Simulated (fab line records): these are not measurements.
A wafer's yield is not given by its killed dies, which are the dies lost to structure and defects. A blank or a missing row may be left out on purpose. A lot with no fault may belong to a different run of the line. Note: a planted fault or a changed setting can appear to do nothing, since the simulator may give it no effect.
A sampling plan put to the test | flow berkeley-cmos170 | one line in one fab, 35 faults in these records, each fault weighed on the records of the lots it struck
The line's own looks make up the plan; these are the steps of the route where a gauge or inspection reads the wafer and leaves it unchanged. Where struck wafers have a number at a look and the file lists that look's usual mean and standard deviation on fault-free wafers, the look can be judged. Caught: a look later than the fault's first step finds the struck wafers' mean 4 or more of those standard deviations (sigma) from the usual mean. On the tool: the same test on the tool's own readings at the fault's steps. A different recipe on the struck wafers counts as caught too, as does a record blank only for those wafers.

== THE FAULTS, as the simulator had put them in ==
1. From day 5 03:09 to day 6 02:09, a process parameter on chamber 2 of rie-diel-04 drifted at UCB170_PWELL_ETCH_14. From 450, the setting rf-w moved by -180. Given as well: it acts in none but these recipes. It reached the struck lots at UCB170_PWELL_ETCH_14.
2. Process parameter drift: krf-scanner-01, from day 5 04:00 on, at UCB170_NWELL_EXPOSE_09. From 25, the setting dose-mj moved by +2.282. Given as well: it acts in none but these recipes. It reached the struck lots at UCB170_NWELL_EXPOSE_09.
3. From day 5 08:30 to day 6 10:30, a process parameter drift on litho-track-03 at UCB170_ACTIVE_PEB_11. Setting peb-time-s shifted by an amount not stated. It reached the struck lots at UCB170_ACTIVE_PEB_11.
4. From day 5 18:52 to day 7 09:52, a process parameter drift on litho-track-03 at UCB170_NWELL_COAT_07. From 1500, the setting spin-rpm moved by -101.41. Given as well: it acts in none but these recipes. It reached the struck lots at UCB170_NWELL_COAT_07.
5. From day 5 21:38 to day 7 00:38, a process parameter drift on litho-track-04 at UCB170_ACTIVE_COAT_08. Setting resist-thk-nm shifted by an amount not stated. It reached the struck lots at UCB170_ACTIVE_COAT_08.
6. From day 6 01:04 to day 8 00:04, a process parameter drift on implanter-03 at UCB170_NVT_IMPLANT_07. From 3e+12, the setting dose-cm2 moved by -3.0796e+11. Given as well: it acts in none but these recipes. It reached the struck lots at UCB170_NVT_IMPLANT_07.
7. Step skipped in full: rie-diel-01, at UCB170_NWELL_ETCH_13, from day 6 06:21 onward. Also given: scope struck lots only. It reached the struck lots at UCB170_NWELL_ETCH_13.
8. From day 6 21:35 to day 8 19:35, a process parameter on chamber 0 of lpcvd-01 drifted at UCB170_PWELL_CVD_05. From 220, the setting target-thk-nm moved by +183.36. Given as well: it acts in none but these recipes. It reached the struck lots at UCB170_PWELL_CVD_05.
9. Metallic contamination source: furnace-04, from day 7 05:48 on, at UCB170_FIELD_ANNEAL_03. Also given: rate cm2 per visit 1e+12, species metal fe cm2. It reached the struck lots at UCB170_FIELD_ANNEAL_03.
10. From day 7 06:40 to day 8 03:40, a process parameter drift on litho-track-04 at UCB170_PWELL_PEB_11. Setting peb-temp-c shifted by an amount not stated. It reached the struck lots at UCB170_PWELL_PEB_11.
11. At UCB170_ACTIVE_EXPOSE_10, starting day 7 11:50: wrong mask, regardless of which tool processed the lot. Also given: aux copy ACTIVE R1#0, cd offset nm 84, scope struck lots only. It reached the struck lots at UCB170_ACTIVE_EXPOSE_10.
12. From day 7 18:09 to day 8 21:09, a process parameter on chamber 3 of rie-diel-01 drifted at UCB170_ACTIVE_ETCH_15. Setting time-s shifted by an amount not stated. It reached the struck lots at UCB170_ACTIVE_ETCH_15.
13. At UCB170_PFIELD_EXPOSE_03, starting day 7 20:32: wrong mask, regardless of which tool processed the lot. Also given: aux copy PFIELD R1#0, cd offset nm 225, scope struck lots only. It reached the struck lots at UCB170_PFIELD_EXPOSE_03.
14. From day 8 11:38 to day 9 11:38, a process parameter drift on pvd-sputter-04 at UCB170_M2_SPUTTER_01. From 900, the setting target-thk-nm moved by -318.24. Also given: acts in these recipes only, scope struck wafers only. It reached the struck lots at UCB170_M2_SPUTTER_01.
15. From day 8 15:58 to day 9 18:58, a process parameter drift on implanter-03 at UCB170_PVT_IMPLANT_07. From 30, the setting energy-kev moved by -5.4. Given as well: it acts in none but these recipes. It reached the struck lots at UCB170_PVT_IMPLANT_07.
16. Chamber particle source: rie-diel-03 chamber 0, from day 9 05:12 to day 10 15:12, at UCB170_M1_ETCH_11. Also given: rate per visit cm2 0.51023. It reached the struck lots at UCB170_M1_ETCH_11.
17. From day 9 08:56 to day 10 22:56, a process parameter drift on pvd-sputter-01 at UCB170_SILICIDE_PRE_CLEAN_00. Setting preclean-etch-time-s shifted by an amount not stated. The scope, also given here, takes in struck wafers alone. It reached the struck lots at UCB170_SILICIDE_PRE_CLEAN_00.
18. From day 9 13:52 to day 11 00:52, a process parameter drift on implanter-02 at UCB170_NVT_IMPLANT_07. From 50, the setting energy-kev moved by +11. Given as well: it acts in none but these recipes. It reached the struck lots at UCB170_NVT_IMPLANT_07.
19. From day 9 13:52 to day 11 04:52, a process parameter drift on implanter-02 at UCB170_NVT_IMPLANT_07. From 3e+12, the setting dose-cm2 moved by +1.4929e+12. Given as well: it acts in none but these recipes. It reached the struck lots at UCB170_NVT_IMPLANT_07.
20. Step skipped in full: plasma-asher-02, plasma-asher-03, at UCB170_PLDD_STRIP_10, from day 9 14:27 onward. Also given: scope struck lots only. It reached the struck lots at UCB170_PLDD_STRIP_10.
21. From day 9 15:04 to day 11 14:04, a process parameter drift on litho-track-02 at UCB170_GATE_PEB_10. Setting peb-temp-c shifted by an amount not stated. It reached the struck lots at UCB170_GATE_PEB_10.
22. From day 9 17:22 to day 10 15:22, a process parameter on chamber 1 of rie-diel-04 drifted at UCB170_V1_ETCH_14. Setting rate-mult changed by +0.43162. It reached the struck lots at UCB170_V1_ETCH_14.
23. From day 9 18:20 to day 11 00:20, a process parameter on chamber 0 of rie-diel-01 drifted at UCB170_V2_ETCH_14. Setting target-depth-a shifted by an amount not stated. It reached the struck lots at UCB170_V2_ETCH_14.
24. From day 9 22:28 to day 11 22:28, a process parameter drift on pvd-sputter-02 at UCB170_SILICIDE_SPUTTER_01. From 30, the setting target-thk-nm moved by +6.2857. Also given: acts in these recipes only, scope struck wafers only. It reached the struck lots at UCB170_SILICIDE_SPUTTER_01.
25. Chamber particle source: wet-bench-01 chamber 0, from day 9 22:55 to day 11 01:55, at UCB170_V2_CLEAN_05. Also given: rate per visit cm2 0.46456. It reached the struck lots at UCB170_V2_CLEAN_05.
26. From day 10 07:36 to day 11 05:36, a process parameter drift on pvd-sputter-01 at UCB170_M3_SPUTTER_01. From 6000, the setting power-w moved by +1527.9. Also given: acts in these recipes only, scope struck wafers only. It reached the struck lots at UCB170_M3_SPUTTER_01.
27. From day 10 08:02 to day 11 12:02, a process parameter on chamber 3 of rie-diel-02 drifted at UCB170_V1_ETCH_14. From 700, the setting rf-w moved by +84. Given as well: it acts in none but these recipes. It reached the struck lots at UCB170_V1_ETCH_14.
28. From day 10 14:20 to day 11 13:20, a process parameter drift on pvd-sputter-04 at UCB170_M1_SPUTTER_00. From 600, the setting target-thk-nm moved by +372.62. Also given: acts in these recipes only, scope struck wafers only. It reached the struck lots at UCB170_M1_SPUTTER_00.
29. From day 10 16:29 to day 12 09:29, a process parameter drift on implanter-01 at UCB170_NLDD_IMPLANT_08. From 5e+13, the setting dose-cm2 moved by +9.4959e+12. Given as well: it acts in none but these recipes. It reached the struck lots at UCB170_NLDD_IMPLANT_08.
30. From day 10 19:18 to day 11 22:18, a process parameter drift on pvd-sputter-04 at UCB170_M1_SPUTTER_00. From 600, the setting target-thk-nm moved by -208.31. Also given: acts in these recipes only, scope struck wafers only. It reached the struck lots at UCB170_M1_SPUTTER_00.
31. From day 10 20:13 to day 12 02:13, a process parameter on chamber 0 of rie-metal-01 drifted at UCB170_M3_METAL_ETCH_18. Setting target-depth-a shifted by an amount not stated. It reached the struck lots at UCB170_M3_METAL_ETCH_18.
32. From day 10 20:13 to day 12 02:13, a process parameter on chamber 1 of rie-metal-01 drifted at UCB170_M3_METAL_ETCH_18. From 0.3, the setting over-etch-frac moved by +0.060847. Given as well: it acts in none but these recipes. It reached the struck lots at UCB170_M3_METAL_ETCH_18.
33. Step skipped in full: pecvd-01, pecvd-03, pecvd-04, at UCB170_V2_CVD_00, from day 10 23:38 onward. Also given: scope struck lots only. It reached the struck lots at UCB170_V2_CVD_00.
34. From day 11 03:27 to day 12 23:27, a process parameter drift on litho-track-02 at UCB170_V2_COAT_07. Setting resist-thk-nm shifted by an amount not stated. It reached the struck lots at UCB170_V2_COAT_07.
35. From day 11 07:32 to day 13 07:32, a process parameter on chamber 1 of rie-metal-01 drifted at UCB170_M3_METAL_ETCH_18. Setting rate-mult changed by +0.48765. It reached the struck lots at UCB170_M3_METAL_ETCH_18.

== WHAT THE PLAN SAW ==
fault | on the tool itself                               | first look that catches it                      | reading, sigma                                     | median hours from its first step to that look | hours from the fault's start to the first struck lot there | judged looks passed uncaught
1     | rf-fwd-power-W -99 or beyond sigma               | not the one look that can be judged after it    | -                                                  | -                                             | -                                                          | 1
2     | exposure-dose-mJ-cm2 +95 sigma                   | not the one look that can be judged after it    | -                                                  | -                                             | -                                                          | 1
3     | no reading that can be judged                    | UCB170_ACTIVE_CD_MEAS_13                        | cd-nm -8.0                                         | 0.3                                           | 4                                                          | 0
4     | spin-speed-rpm -92 sigma                         | not the one look that can be judged after it    | -                                                  | -                                             | -                                                          | 1
5     | under 2 sigma                                    | not the one look that can be judged after it    | -                                                  | -                                             | -                                                          | 1
6     | dose-ions-cm2 -99 or beyond sigma                | UCB170_NVT_TW_MEAS_09                           | NVT_TW -5.2                                        | 0.2                                           | 4                                                          | 0
7     | the tool's record is blank for the struck wafers | no look after it can be judged                  | -                                                  | -                                             | -                                                          | 0
8     | no reading that can be judged                    | UCB170_PWELL_THK_MEAS_06                        | PWELL_NITRIDE_THK +96                              | 2.0                                           | 12                                                         | 0
9     | no reading that can be judged                    | none of the 6 looks that can be judged after it | -                                                  | -                                             | -                                                          | 6
10    | heater-power-total-W -49 sigma                   | none of the 7 looks that can be judged after it | strongest: cd-nm at UCB170_ACTIVE_CD_MEAS_13, -3.5 | -                                             | -                                                          | 7
11    | no reading that can be judged                    | UCB170_ACTIVE_CD_MEAS_13                        | cd-nm +70                                          | 0.4                                           | 5                                                          | 0
12    | run-length-s +42 sigma                           | none of the 3 looks that can be judged after it | -                                                  | -                                             | -                                                          | 3
13    | under 2 sigma                                    | no look after it can be judged                  | -                                                  | -                                             | -                                                          | 0
14    | under 2 sigma                                    | UCB170_M2_RS_MEAS_02                            | M2_AL_RS +45                                       | 0.1                                           | 3                                                          | 0
15    | beam-energy-keV -99 or beyond sigma              | UCB170_PVT_TW_MEAS_09                           | PVT_TW -10                                         | 0.2                                           | 8                                                          | 0
16    | under 2 sigma                                    | no look after it can be judged                  | -                                                  | -                                             | -                                                          | 0
17    | no reading that can be judged                    | no look after it can be judged                  | -                                                  | -                                             | -                                                          | 0
18    | beam-energy-keV +99 or beyond sigma              | UCB170_NVT_TW_MEAS_09                           | NVT_TW +5.0                                        | 0.2                                           | 9                                                          | 0
19    | dose-ions-cm2 +99 or beyond sigma                | UCB170_NVT_TW_MEAS_09                           | NVT_TW +14                                         | 0.2                                           | 9                                                          | 0
20    | the tool's record is blank for the struck wafers | UCB170_NLDD_TW_MEAS_11                          | NLDD_TW -99 or beyond                              | 2.0                                           | 2                                                          | 0
21    | heater-power-total-W +99 or beyond sigma         | UCB170_GATE_CD_MEAS_12                          | cd-nm -39                                          | 0.3                                           | 4                                                          | 0
22    | under 2 sigma                                    | not the one look that can be judged after it    | strongest: cd-nm at UCB170_V1_CD_MEAS_90, +2.6     | -                                             | -                                                          | 1
23    | oes-product-au +4.3 sigma                        | not the one look that can be judged after it    | -                                                  | -                                             | -                                                          | 1
24    | only faintly: throttle-valve-pct +3.7 sigma      | UCB170_SILICIDE_RS_MEAS_02                      | SILICIDE_TI_RS -17                                 | 0.0                                           | 9                                                          | 0
25    | no reading that can be judged                    | no look after it can be judged                  | -                                                  | -                                             | -                                                          | 0
26    | cathode-dc-power-W +99 or beyond sigma           | UCB170_M3_RS_MEAS_02                            | M3_AL_RS -19                                       | 0.1                                           | 19                                                         | 0
27    | rf-fwd-power-W +45 sigma                         | no look after it can be judged                  | -                                                  | -                                             | -                                                          | 0
28    | under 2 sigma                                    | UCB170_M1_RS_MEAS_01                            | M1_AL_RS -44                                       | 0.1                                           | 3                                                          | 0
29    | dose-ions-cm2 +99 or beyond sigma                | UCB170_SDANNEAL_RS_MEAS_05                      | NLDD_RS -30                                        | 12.1                                          | 13                                                         | 1
30    | under 2 sigma                                    | UCB170_M1_RS_MEAS_01                            | M1_AL_RS +62                                       | 0.1                                           | 2                                                          | 0
31    | oes-product-au -4.8 sigma                        | not the one look that can be judged after it    | strongest: cd-nm at UCB170_M3_CD_MEAS_90, -2.5     | -                                             | -                                                          | 1
32    | under 2 sigma                                    | no look after it can be judged                  | -                                                  | -                                             | -                                                          | 0
33    | the tool's record is blank for the struck wafers | not the one look that can be judged after it    | strongest: V2_BOW at UCB170_V2_BOW_MEAS_03, -3.0   | -                                             | -                                                          | 1
34    | no reading that can be judged                    | no look after it can be judged                  | -                                                  | -                                             | -                                                          | 0
35    | under 2 sigma                                    | UCB170_M3_CD_MEAS_90                            | cd-nm -6.5                                         | 0.3                                           | 3                                                          | 0
A dash: this means the fault isn't caught or the number doesn't appear in these records.

Caught at a look: 16 of 35. Caught on the tool: 18 of 35. By one or the other: 26 of 35.
Faults caught by the tool alone: 1, 2, 4, 7, 10, 12, 23, 27, 31, 33.
Caught at a look alone: faults 3, 8, 11, 14, 24, 28, 30, 35.
Caught by neither: faults 5, 9, 13, 16, 17, 22, 25, 32, 34.

== THINNER SAMPLING ==
If the look that catches a fault measured only every second or every third lot, by lot number, the first struck lot would be measured this late in the worst case:
fault | struck lots at that look, in order of time | every lot | every second lot | every third lot
3     | L548, L550                                 | 4 h       | may miss all 2   | may miss all 2
6     | L616, L623                                 | 4 h       | 47 h             | may miss all 2
8     | L100, L101                                 | 12 h      | 12 h             | may miss all 2
11    | L455                                       | 5 h       | may miss it      | may miss it
14    | L857, L859                                 | 3 h       | may miss all 2   | may miss all 2
15    | L678, L680                                 | 8 h       | may miss all 2   | may miss all 2
18    | L500, L503                                 | 9 h       | 29 h             | may miss all 2
19    | L573, L576                                 | 9 h       | 29 h             | may miss all 2
20    | L813, L812                                 | 2 h       | 2 h              | may miss all 2
21    | L467, L465                                 | 4 h       | may miss all 2   | may miss all 2
24    | L903, L905                                 | 9 h       | may miss all 2   | may miss all 2
26    | L871                                       | 19 h      | may miss it      | may miss it
28    | L904                                       | 3 h       | may miss it      | may miss it
29    | L878, L881                                 | 13 h      | 33 h             | may miss all 2
30    | L720, L724                                 | 2 h       | may miss all 2   | may miss all 2
35    | L175, L178, L181                           | 3 h       | 8 h              | may miss all 3
Hours: fault start to first struck lot measured. The test against the limit of 4 sigma pooled every struck wafer, which means one lot taken alone may stay below that limit. Other struck lots may not be in these records.

== THE LONGEST TIMED WAY FROM STEP TO LOOK ==
In fault 29, a median of 12.1 hours elapses between UCB170_NLDD_IMPLANT_08 and UCB170_SDANNEAL_RS_MEAS_05. The look between them that can be judged stayed within 4 sigma: UCB170_NLDD_TW_MEAS_11.
